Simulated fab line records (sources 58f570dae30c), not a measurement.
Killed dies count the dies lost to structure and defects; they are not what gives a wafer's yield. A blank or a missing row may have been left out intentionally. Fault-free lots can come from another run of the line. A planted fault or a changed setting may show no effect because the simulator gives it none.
Which tool did it? -- flow berkeley cmos170 -- Sampling: 8 lots, 24 wafers, 2 of 331 route steps

## WHAT THE GAUGES READ, wafer by wafer
UCB170_ACTIVE_OVL_MEAS_14.
lot,measured,on,ACTIVE_OVL (nm)
L386,day 4 18:16,overlay-02,-5 -4 -4
L391,day 5 16:16,overlay-01,1 -4 -5
L390,day 5 17:05,overlay-01,-1 3 -3
L394,day 6 14:59,overlay-01,-7 4 -3
L395,day 6 20:33,overlay-02,-210 -221 -216
L399,day 7 03:31,overlay-02,6 -5 2
L401,day 8 00:09,overlay-01,-228 -217 -215
L406,day 8 15:27,overlay-01,4 -12 -5

## WHAT TOOL EACH LOT RAN ON (gives the tool, then ch and the chambers of the sampled wafers, and finally the start)
lot,UCB170_ACTIVE_EXPOSE_10
L386,"krf scanner-02 ch 0, day 4 17:45"
L391,"krf scanner-02 ch 0, day 5 15:33"
L390,"krf scanner-02 ch 0, day 5 16:15"
L394,"krf scanner-01 ch 0, day 6 14:29"
L395,"krf scanner-02 ch 0, day 6 19:53"
L399,"krf scanner-01 ch 0, day 7 02:55"
L401,"krf scanner-02 ch 0, day 7 23:22"
L406,"krf scanner-01 ch 0, day 8 14:36"
- UCB170_ACTIVE_EXPOSE_10: exposes mask ACTIVE, target cd 1200 nm.

## THE ANSWER, worked out from the rows above alone
Rule: usual is defined by the lots themselves. The widest of any qualifying gaps counts: lots, ordered by their means at a reading, are off when they make up no more than a third of the lots, leave a main group of 4 or more, and stand apart from it by 3 or more times the standard deviation of that group's means. Not used: any main group whose means are identical at the precision the tables above print for the reading. Also off: a lot with no number at a reading for which 4 or more lots have one. The other lots that the step has rows for count as sound.
Off: L395, L401, at UCB170_ACTIVE_OVL_MEAS_14 (ACTIVE_OVL). Main group: mean -2 nm, sd 2.
A tool fits if, at a process step before that reading, it ran every lot that is off, and no sound lot after the first of them. The gauges at UCB170_ACTIVE_OVL_MEAS_14 are tried like those tools. One candidate fits, namely krf scanner-02 at UCB170_ACTIVE_EXPOSE_10. A fault onset in the window from L390 (day 5 16:15, its last sound lot) to L395 (day 6 19:53, its first lot off) fits.

## WHAT THE SIMULATOR PUT IN
Scanner matching overlay: krf scanner-02, from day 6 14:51 on, at UCB170_ACTIVE_EXPOSE_10. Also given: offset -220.
Shown lots that were struck: L395, L401. This agrees with what the rule above found.
